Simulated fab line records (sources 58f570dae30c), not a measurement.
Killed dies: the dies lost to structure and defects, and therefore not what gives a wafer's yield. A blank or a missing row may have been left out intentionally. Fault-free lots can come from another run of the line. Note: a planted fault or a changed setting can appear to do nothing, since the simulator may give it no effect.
The tool behind it: which one?	flow berkeley-cmos170	42 wafers from 14 lots sampled at 4 of the route's 331 steps

== WHAT THE GAUGES READ, wafer by wafer ==
UCB170_START_THK_MEAS_03.
lot	measured	on	START_OXIDE_THK (nm)
L829	day 1 21:44	film-metro-02	19.8 19.9 19.9
L831	day 2 06:20	film-metro-01	19.6 20.1 20.0
L832	day 2 10:53	film-metro-01	19.9 19.7 19.7
L833	day 2 16:47	film-metro-01	20.4 20.1 20.7
L834	day 2 21:26	film-metro-02	19.8 20.1 20.4
L835	day 3 00:18	film-metro-01	19.5 19.5 19.5
L836	day 3 07:30	film-metro-03	20.0 20.1 20.3
L837	day 3 11:23	film-metro-02	19.9 19.7 20.5
L840	day 4 00:32	film-metro-01	19.8 20.3 20.4
L843	day 4 17:04	film-metro-01	19.9 20.0 19.8
L845	day 5 03:38	film-metro-01	20.3 20.2 20.2
L846	day 5 08:43	film-metro-02	20.2 20.1 20.1
L847	day 5 11:56	film-metro-02	20.5 20.4 20.2
L850	day 6 03:10	film-metro-01	20.4 20.5 20.7

UCB170_NWELL_TW_MEAS_16.
lot	measured	on	NWELL_TW
L829	day 2 17:33	film-metro-01	1241 1248 1249
L831	day 2 22:17	film-metro-02	1249 1253 1252
L832	day 3 06:46	film-metro-04	1247 1245 1249
L833	day 3 09:13	film-metro-04	1246 1250 1244
L834	day 3 16:26	film-metro-02	1244 1247 1240
L835	day 3 16:43	film-metro-02	1251 1242 1247
L836	day 4 03:11	film-metro-04	1251 1244 1242
L837	day 4 03:25	film-metro-04	1247 1249 1246
L840	day 4 15:58	film-metro-02	1249 1244 1245
L843	day 5 07:37	film-metro-02	1246 1245 1243
L845	day 5 19:07	film-metro-04	1238 1251 1247
L846	day 6 02:48	film-metro-01	1375 1374 1379
L847	day 6 03:03	film-metro-04	1246 1244 1244
L850	day 6 20:38	film-metro-04	1378 1384 1372

== TOOL THAT RAN EACH LOT (tool first, then ch and the chambers of the sampled wafers, then the start) ==
lot	UCB170_ZERO_ETCH_06	UCB170_NWELL_IMPLANT_14
L829	rie-diel-03 ch 1,2,3, day 2 03:56	implanter-02 ch 0, day 2 17:19
L831	rie-diel-02 ch 0,1,2, day 2 11:41	implanter-03 ch 0, day 2 22:04
L832	rie-diel-02 ch 0,3, day 2 18:09	implanter-03 ch 0, day 3 06:31
L833	rie-diel-03 ch 0,1, day 2 22:20	implanter-03 ch 0, day 3 08:58
L834	rie-diel-02 ch 0,1,3, day 3 02:19	implanter-04 ch 0, day 3 16:11
L835	rie-diel-03 ch 0,1, day 3 05:01	implanter-03 ch 0, day 3 16:28
L836	rie-diel-03 ch 0,2,3, day 3 13:13	implanter-03 ch 0, day 4 02:56
L837	rie-diel-03 ch 0,3, day 3 15:01	implanter-02 ch 0, day 4 03:11
L840	rie-diel-03 ch 1,3, day 4 05:04	implanter-04 ch 0, day 4 15:44
L843	rie-diel-04 ch 0,1,2, day 4 21:33	implanter-03 ch 0, day 5 07:23
L845	rie-diel-04 ch 0,3, day 5 10:59	implanter-03 ch 0, day 5 18:52
L846	rie-diel-03 ch 0,1,2, day 5 12:54	implanter-03 ch 0, day 6 02:35
L847	rie-diel-03 ch 1,2,3, day 5 14:58	implanter-04 ch 0, day 6 02:49
L850	rie-diel-02 ch 0,1,3, day 6 06:40	implanter-03 ch 0, day 6 20:17
- UCB170_ZERO_ETCH_06: etches SiO2 in CHF3/CF4/Ar, time 12 s.
- UCB170_NWELL_IMPLANT_14

== WHAT THE TOOLS THEMSELVES READ (means of the sampled wafers that have a number; where no wafer has one, the mark that the record gives instead) ==
UCB170_ZERO_ETCH_06.
lot	tool	drypump-motor-current-A (A)	oes-product-au (a.u.)	throttle-valve-pct (%)
L829	rie-diel-03	5.6	0.617	9.27
L831	rie-diel-02	5.6	0.622	9.31
L832	rie-diel-02	5.9	0.631	9.34
L833	rie-diel-03	5.6	0.623	9.26
L834	rie-diel-02	5.7	0.625	9.28
L835	rie-diel-03	5.6	0.625	9.28
L836	rie-diel-03	5.6	0.616	9.21
L837	rie-diel-03	5.5	0.619	9.15
L840	rie-diel-03	5.4	0.616	9.28
L843	rie-diel-04	5.8	0.610	9.36
L845	rie-diel-04	5.7	0.629	9.37
L846	rie-diel-03	5.8	0.623	9.27
L847	rie-diel-03	5.6	0.616	9.28
L850	rie-diel-02	5.7	0.631	9.26

UCB170_NWELL_IMPLANT_14.
lot	tool	dose-ions-cm2	faraday-current-uA
L829	implanter-02	1.000e+13	32.0
L831	implanter-03	9.993e+12	31.4
L832	implanter-03	9.993e+12	31.1
L833	implanter-03	9.995e+12	32.0
L834	implanter-04	1.000e+13	32.1
L835	implanter-03	9.993e+12	31.8
L836	implanter-03	9.996e+12	32.0
L837	implanter-02	1.000e+13	31.3
L840	implanter-04	9.990e+12	31.9
L843	implanter-03	9.996e+12	32.2
L845	implanter-03	9.985e+12	31.8
L846	implanter-03	1.376e+13	43.7
L847	implanter-04	1.001e+13	30.9
L850	implanter-03	1.374e+13	44.1

== THE ANSWER, worked out from the rows above alone ==
Rule: the usual values come from the lots themselves. Put in order of their means at a reading, lots are off if they are a third of the lots or fewer, leave a main group of 4 or more, and stand apart from it by a gap of 3 or more times the standard deviation of the main group's means; of several such gaps the widest counts. Not used: any main group whose means are identical at the precision the tables above print for the reading. Also off: a lot with no number at a reading for which 4 or more lots have one. Any other lot the step has rows for is counted as sound. After the gauges, taken in route order, come the tools' own readings; for these a lot's mean is taken, as printed above. The first step at which some lot is off is used, and at that step the reading that is off furthest; a lot without a number counts as furthest.
Off: L846, L850, seen at UCB170_NWELL_TW_MEAS_16 (NWELL_TW). Main group: mean 1246, sd 1.8.
If a tool, at a process step before that reading, ran all the lots that are off and no sound lot after the first of them, it fits. Not tried: the gauges at UCB170_NWELL_TW_MEAS_16; whatever is off there is also off at UCB170_NWELL_IMPLANT_14, on other tools, and gauge error can't account for it. One candidate fits, namely implanter-03 at UCB170_NWELL_IMPLANT_14. A fault onset in the window from L845 (day 5 18:52, its last sound lot) to L846 (day 6 02:35, its first lot off) fits.
The tool's own readings at UCB170_NWELL_IMPLANT_14 bear it out: on the lots that are off they differ by more than 5 times the standard deviation of the sound lots' means. dose-ions-cm2 reads 1.375e+13 there against 9.996e+12 on the sound lots; faraday-current-uA reads 43.9 there against 31.7 on the sound lots.

== WHAT THE SIMULATOR HAD INSERTED ==
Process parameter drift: implanter-03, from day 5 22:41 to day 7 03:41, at UCB170_NWELL_IMPLANT_14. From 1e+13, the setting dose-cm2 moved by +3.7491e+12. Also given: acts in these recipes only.
Struck lots among those shown: L846, L850. The same result came from the rule above.
